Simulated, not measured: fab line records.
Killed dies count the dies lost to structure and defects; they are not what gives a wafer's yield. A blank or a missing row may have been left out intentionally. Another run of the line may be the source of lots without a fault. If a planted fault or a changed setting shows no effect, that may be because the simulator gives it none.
fab line records	flow ritCmos
[record] lots = 15	wafers = 45	lastDay = 8
route steps=202 shown ACTIVE@2 NRETRO@59 M1@202
lots with no fault: from the same line, run without faults
startH: the number of hours between the record's first day and the start of the first shown wafer of the lot	waitH: hours from the lot's prior step to this one	" unchanged from the row above	L1.1+2: a single row standing in for several wafers	- no value, or no start given	* or withheld: withheld	< > ~ a bound
route shown NAME@n: a module of which the file shows steps, and the number in the route of the first	usual: mean and standard deviation over wafers with no fault	same: alike in all rows	chamber/n: place in a boat	sites: per-site readings	_std_site: standard deviation across them	_edge_site: the outer-site mean with the inner-site mean subtracted	radiusMm: for every site, how far away it sits from the centre of the wafer	mask NAME#n: copy n	behind: tool/chamber where the wafer was last shaped	hold: cause of the lot's hold/its duration in hours/its outcome	device: transistor that didn't switch, given as n, p or np	end of line: tests of these same wafers at the route's end	a step given without rows: its recipe and nothing more	killed: dies that structure and defects cost at the first sort, which is not the same as the wafer's yield	map: per-die view of a wafer (x killed, . not killed, _ where there is no die)
set.NAME: the run value of the setting; set.NAME@STEP: its run value at that earlier step	model.NAME: the simulator's own value behind a step, which no gauge read
one table for each step of the route and one row for each wafer, over a sample of lots
services: from which hour (startH, from the record's first day; less than 0 if before it) a tool's chamber was out of use, for how many hours, and why
[[steps]]
[step RIT_ACTIVE_OXIDATION_01]
[recipe] tempC = 1000	ambient = O2	targetThkA = 468	oxTimeS = 3360
[usual] spikeTcCentreC = 1002.7/2.4
lot.wafer	tool	chamber	startH	waitH	spikeTcCentreC
L815.2	furnace-04	0	11.03	1.0	1000.8
L815.4	"	0	"	"	1000.7
L815.6	"	0	"	"	1001.3
L816.1	furnace-03	0	15.83	0.8	1006.3
L816.4	"	0	"	"	1004.7
L816.6	"	0	"	"	1005.1
L817.1	furnace-04	0	20.56	0.5	1001.7
L817.5	"	0	"	"	1002.3
L817.6	"	0	"	"	1001.3
L818.1	furnace-01	0	25.12	0.1	999.4
L818.2	"	0	"	"	1000.7
L818.3	"	0	"	"	998.2
L820.1	furnace-04	0	35.44	0.4	1001.1
L820.2	"	0	"	"	1004.0
L820.4	"	0	"	"	1002.8
L821.2	furnace-03	0	41.51	1.5	1005.8
L821.3	"	0	"	"	1005.1
L821.5	"	0	"	"	1006.2
L822.1	furnace-03	0	49.65	4.6	1006.3
L822.3	"	0	"	"	1005.2
L822.4	"	0	"	"	1004.0
L823.1	furnace-03	0	53.14	3.1	987.0
L823.2	"	0	"	"	986.4
L823.4	"	0	"	"	988.5
L824.1	furnace-03	0	56.39	1.4	986.1
L824.2	"	0	"	"	984.9
L824.4	"	0	"	"	986.1
L826.1	furnace-03	0	65.12	0.1	985.8
L826.2	"	0	"	"	986.2
L826.4	"	0	"	"	986.4
L827.2	furnace-04	0	72.42	2.4	1003.0
L827.3	"	0	"	"	999.5
L827.5	"	0	"	"	1001.7
L833.1	furnace-01	0	100.63	0.6	998.9
L833.3	"	0	"	"	1001.0
L833.6	"	0	"	"	999.8
L836.1	furnace-01	0	116.15	1.1	1000.5
L836.3	"	0	"	"	1000.4
L836.5	"	0	"	"	998.7
L837.3	furnace-01	0	120.12	0.1	999.7
L837.4	"	0	"	"	999.8
L837.5	"	0	"	"	999.9
L838.2	furnace-01	0	125.12	0.1	1000.1
L838.5	"	0	"	"	1000.4
L838.6	"	0	"	"	999.8
[step RIT_ACTIVE_THK_MEAS_02]
[recipe] reads = SiO2_of_ACTIVE_OXIDATION_01
[usual] ACTIVE_OXIDE_THK = 46.1/0.74
lot.wafer	tool	chamber	startH	waitH	ACTIVE_OXIDE_THK[nm]
L815.2	filmMetro-01	-	12.97	0.0	47.8
L815.4	"	-	"	"	47.1
L815.6	"	-	"	"	47.1
L816.1	filmMetro-01	-	17.76	0.0	46.0
L816.4	"	-	"	"	46.7
L816.6	"	-	"	"	46.9
L817.1	filmMetro-03	-	22.50	0.0	46.2
L817.5	"	-	"	"	45.7
L817.6	"	-	"	"	45.9
L818.1	filmMetro-03	-	27.05	0.0	44.7
L818.2	"	-	"	"	45.2
L818.3	"	-	"	"	45.0
L820.1	filmMetro-01	-	37.38	0.0	47.0
L820.2	"	-	"	"	46.5
L820.4	"	-	"	"	45.6
L821.2	filmMetro-04	-	43.45	0.0	46.8
L821.3	"	-	"	"	46.4
L821.5	"	-	"	"	46.3
L822.1	filmMetro-01	-	51.58	0.0	46.2
L822.3	"	-	"	"	47.0
L822.4	"	-	"	"	46.5
L823.1	filmMetro-01	-	55.08	0.0	40.8
L823.2	"	-	"	"	40.2
L823.4	"	-	"	"	39.9
L824.1	filmMetro-04	-	58.32	0.0	44.6
L824.2	"	-	"	"	44.4
L824.4	"	-	"	"	43.2
L826.1	filmMetro-04	-	67.05	0.0	41.3
L826.2	"	-	"	"	41.4
L826.4	"	-	"	"	40.3
L827.2	filmMetro-03	-	74.36	0.0	46.8
L827.3	"	-	"	"	46.6
L827.5	"	-	"	"	45.9
L833.1	filmMetro-04	-	102.57	0.0	45.1
L833.3	"	-	"	"	44.8
L833.6	"	-	"	"	45.2
L836.1	filmMetro-01	-	118.09	0.0	46.6
L836.3	"	-	"	"	46.1
L836.5	"	-	"	"	46.3
L837.3	filmMetro-04	-	122.07	0.0	46.2
L837.4	"	-	"	"	45.4
L837.5	"	-	"	"	46.1
L838.2	filmMetro-01	-	127.06	0.0	45.2
L838.5	"	-	"	"	44.8
L838.6	"	-	"	"	44.5
[step RIT_ACTIVE_CD_MEAS_11]
[recipe] targetCdNm = 1400
[usual] cdNm = 1399.5/2.1
lot.wafer	tool	chamber	startH	waitH	cdNm
L815.2	cdSem-01	-	15.51	-	1396.0
L815.4	"	-	"	"	1397.4
L815.6	"	-	"	"	1395.3
L816.1	cdSem-01	-	20.30	-	1395.4
L816.4	"	-	"	"	1396.7
L816.6	"	-	"	"	1398.4
L817.1	cdSem-01	-	25.01	-	1402.3
L817.5	"	-	"	"	1401.9
L817.6	"	-	"	"	1401.7
L818.1	cdSem-01	-	29.44	-	1398.0
L818.2	"	-	"	"	1399.6
L818.3	"	-	"	"	1400.3
L820.1	cdSem-02	-	39.89	-	1397.8
L820.2	"	-	"	"	1400.4
L820.4	"	-	"	"	1399.5
L821.2	cdSem-01	-	45.86	-	1398.8
L821.3	"	-	"	"	1400.8
L821.5	"	-	"	"	1397.4
L822.1	cdSem-01	-	54.09	-	1400.9
L822.3	"	-	"	"	1399.6
L822.4	"	-	"	"	1401.5
L823.1	cdSem-01	-	57.50	-	1394.8
L823.2	"	-	"	"	1396.3
L823.4	"	-	"	"	1396.6
L824.1	cdSem-01	-	61.54	-	1398.2
L824.2	"	-	"	"	1399.7
L824.4	"	-	"	"	1399.4
L826.1	cdSem-01	-	69.99	-	1397.0
L826.2	"	-	"	"	1399.2
L826.4	"	-	"	"	1397.0
L827.2	cdSem-02	-	76.89	-	1399.0
L827.3	"	-	"	"	1401.4
L827.5	"	-	"	"	1398.8
L833.1	cdSem-01	-	105.08	-	1400.2
L833.3	"	-	"	"	1402.7
L833.6	"	-	"	"	1400.8
L836.1	cdSem-02	-	121.20	-	1401.6
L836.3	"	-	"	"	1399.7
L836.5	"	-	"	"	1400.4
L837.3	cdSem-02	-	124.53	-	1397.2
L837.4	"	-	"	"	1399.4
L837.5	"	-	"	"	1400.2
L838.2	cdSem-01	-	129.51	-	1401.0
L838.5	"	-	"	"	1400.1
L838.6	"	-	"	"	1399.0
[step RIT_ACTIVE_CD_MEAS_90]
[recipe] targetCdNm = 1400
[usual] cdNm = 1399.5/2.1
lot.wafer	tool	chamber	startH	waitH	cdNm
L815.2	cdSem-02	-	16.09	0.1	1395.9
L815.4	"	-	"	"	1397.2
L815.6	"	-	"	"	1395.6
L816.1	cdSem-01	-	20.88	0.1	1395.3
L816.4	"	-	"	"	1396.5
L816.6	"	-	"	"	1398.5
L817.1	cdSem-01	-	25.59	0.1	1402.3
L817.5	"	-	"	"	1401.8
L817.6	"	-	"	"	1401.9
L818.1	cdSem-01	-	30.02	0.1	1397.8
L818.2	"	-	"	"	1399.8
L818.3	"	-	"	"	1400.6
L820.1	cdSem-01	-	40.47	0.1	1398.1
L820.2	"	-	"	"	1400.3
L820.4	"	-	"	"	1399.5
L821.2	cdSem-02	-	46.44	0.1	1398.4
L821.3	"	-	"	"	1400.7
L821.5	"	-	"	"	1397.4
L822.1	cdSem-02	-	54.67	0.1	1400.8
L822.3	"	-	"	"	1399.3
L822.4	"	-	"	"	1401.8
L823.1	cdSem-02	-	58.08	0.1	1395.1
L823.2	"	-	"	"	1395.8
L823.4	"	-	"	"	1396.4
L824.1	cdSem-02	-	62.12	0.1	1398.6
L824.2	"	-	"	"	1399.6
L824.4	"	-	"	"	1399.4
L826.1	cdSem-02	-	70.57	0.1	1397.4
L826.2	"	-	"	"	1399.4
L826.4	"	-	"	"	1396.9
L827.2	cdSem-02	-	77.46	0.1	1399.0
L827.3	"	-	"	"	1401.1
L827.5	"	-	"	"	1399.1
L833.1	cdSem-01	-	105.66	0.1	1399.9
L833.3	"	-	"	"	1402.7
L833.6	"	-	"	"	1401.0
L836.1	cdSem-01	-	121.78	0.1	1401.8
L836.3	"	-	"	"	1399.6
L836.5	"	-	"	"	1400.9
L837.3	cdSem-02	-	125.12	0.1	1397.4
L837.4	"	-	"	"	1399.4
L837.5	"	-	"	"	1400.6
L838.2	cdSem-02	-	130.08	0.1	1400.9
L838.5	"	-	"	"	1399.7
L838.6	"	-	"	"	1398.9
[step RIT_NRETRO_OVL_MEAS_06]
[usual] NRETRO_OVL = -0.5/1.4
lot.wafer	tool	chamber	startH	waitH	NRETRO_OVL[nm]
L815.2	overlay-02	-	31.14	-	2.0
L815.4	"	-	"	"	2.1
L815.6	"	-	"	"	0.3
L816.1	overlay-01	-	36.03	-	-2.1
L816.4	"	-	"	"	-2.2
L816.6	"	-	"	"	-1.5
L817.1	overlay-02	-	39.64	-	-0.1
L817.5	"	-	"	"	-1.8
L817.6	"	-	"	"	1.0
L818.1	overlay-02	-	43.96	-	0.1
L818.2	"	-	"	"	0.6
L818.3	"	-	"	"	1.4
L820.1	overlay-02	-	62.57	-	-0.5
L820.2	"	-	"	"	-1.3
L820.4	"	-	"	"	-0.7
L821.2	overlay-02	-	69.10	-	-1.2
L821.3	"	-	"	"	-2.9
L821.5	"	-	"	"	-1.6
L822.1	overlay-01	-	73.54	-	0.8
L822.3	"	-	"	"	-0.2
L822.4	"	-	"	"	0.4
L823.1	overlay-01	-	75.04	-	0.3
L823.2	"	-	"	"	0.3
L823.4	"	-	"	"	1.8
L824.1	overlay-01	-	80.12	-	-1.7
L824.2	"	-	"	"	-3.3
L824.4	"	-	"	"	-2.2
L826.1	overlay-01	-	91.00	-	-0.3
L826.2	"	-	"	"	-0.3
L826.4	"	-	"	"	-0.8
L827.2	overlay-02	-	93.62	-	-1.9
L827.3	"	-	"	"	0.0
L827.5	"	-	"	"	-2.9
L833.1	overlay-02	-	120.40	-	-1.2
L833.3	"	-	"	"	-0.3
L833.6	"	-	"	"	-1.2
L836.1	overlay-01	-	135.81	-	-3.1
L836.3	"	-	"	"	-1.6
L836.5	"	-	"	"	-2.4
L837.3	overlay-01	-	140.53	-	3.2
L837.4	"	-	"	"	2.9
L837.5	"	-	"	"	1.3
L838.2	overlay-01	-	146.15	-	-0.3
L838.5	"	-	"	"	-1.6
L838.6	"	-	"	"	0.0
[step RIT_M1_PROBE_99]
[usual] killedAtContacts = 0.0/0.2	killedAtFrontEnd = 6.8/3	killedDies = 6.9/3	killedOpen = 3.3/1.9	killedShort = 3.6/1.9
[same] grossDies = 264	killed_at_M0_to_M3 = 0	killed_at_M4_up = 0	killedAtBackSide = 0	killedAtOther = 0
lot.wafer	tool	chamber	startH	waitH	killedAtContacts	killedAtFrontEnd	killedDies	killedOpen	killedShort
L824.1	prober-02	-	109.21	0.1	0	4	4	2	2
L826.1	prober-01	-	119.94	0.1	0	11	11	5	6
L826.2	prober-01	-	119.99	0.1	0	10	10	3	7
L826.4	prober-01	-	120.09	0.2	0	4	4	3	1
// killed by level:class
L824.1 FOX1:geometricParticle:open=2 GATE:geometricParticle:short=1 REOX:geometricParticle:short=1
L826.1 GATE:geometricParticle:short=5 GATE:geometricParticle:open=5 SILICIDE:geometricParticle:short=1
L826.2 GATE:geometricParticle:short=3 GATE:geometricParticle:open=2 SILICIDE:geometricParticle:short=2 FOX1:geometricParticle:open=1 FOX2:geometricParticle:short=1 REOX:geometricParticle:short=1
L826.4 FOX1:geometricParticle:open=2 GATE:geometricParticle:short=1 GATE:geometricParticle:open=1
[[services]]
tool	chamber	startH	hours	kind
furnace-04	-	2.91	3.8	pm
furnace-01	-	11.55	1.4	repair
furnace-03	-	43.44	3.8	pm
furnace-01	-	48.56	2.7	pm
furnace-03	-	112.27	1.0	pm
[[key]]
[firstSign] step = RIT_ACTIVE_OXIDATION_01	reading = spikeTcCentreC	direction = down	sigmas = 6.8	usual = 1002.7	struck = 986.4
[effect] step = RIT_ACTIVE_THK_MEAS_02	reading = ACTIVE_OXIDE_THK	direction = down	sigmas = 5.8	usual = 46.1	struck = 41.8	wafersMoved = 7
metAt RIT_ACTIVE_OXIDATION_01
struckLots L823,L824,L826
testerLeftOut L823,L824,L826
notActingAt RIT_ACTIVE_CD_MEAS_11,RIT_ACTIVE_CD_MEAS_90,RIT_NRETRO_OVL_MEAS_06
[fault] kind = processParameterDrift	tool = furnace-03	chamber = -	onsetH = 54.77	steps = RIT_ACTIVE_OXIDATION_01	channel = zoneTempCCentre	offset = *	shape = step	endH = 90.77
// testerLeftOut: of these lots the tester's yield and bins aren't shown, on N5 and GAA mostly nor the transistor test; their killed dies are dies lost to structure and defects alone, not to doping, threshold or leakage, so they don't give the yield
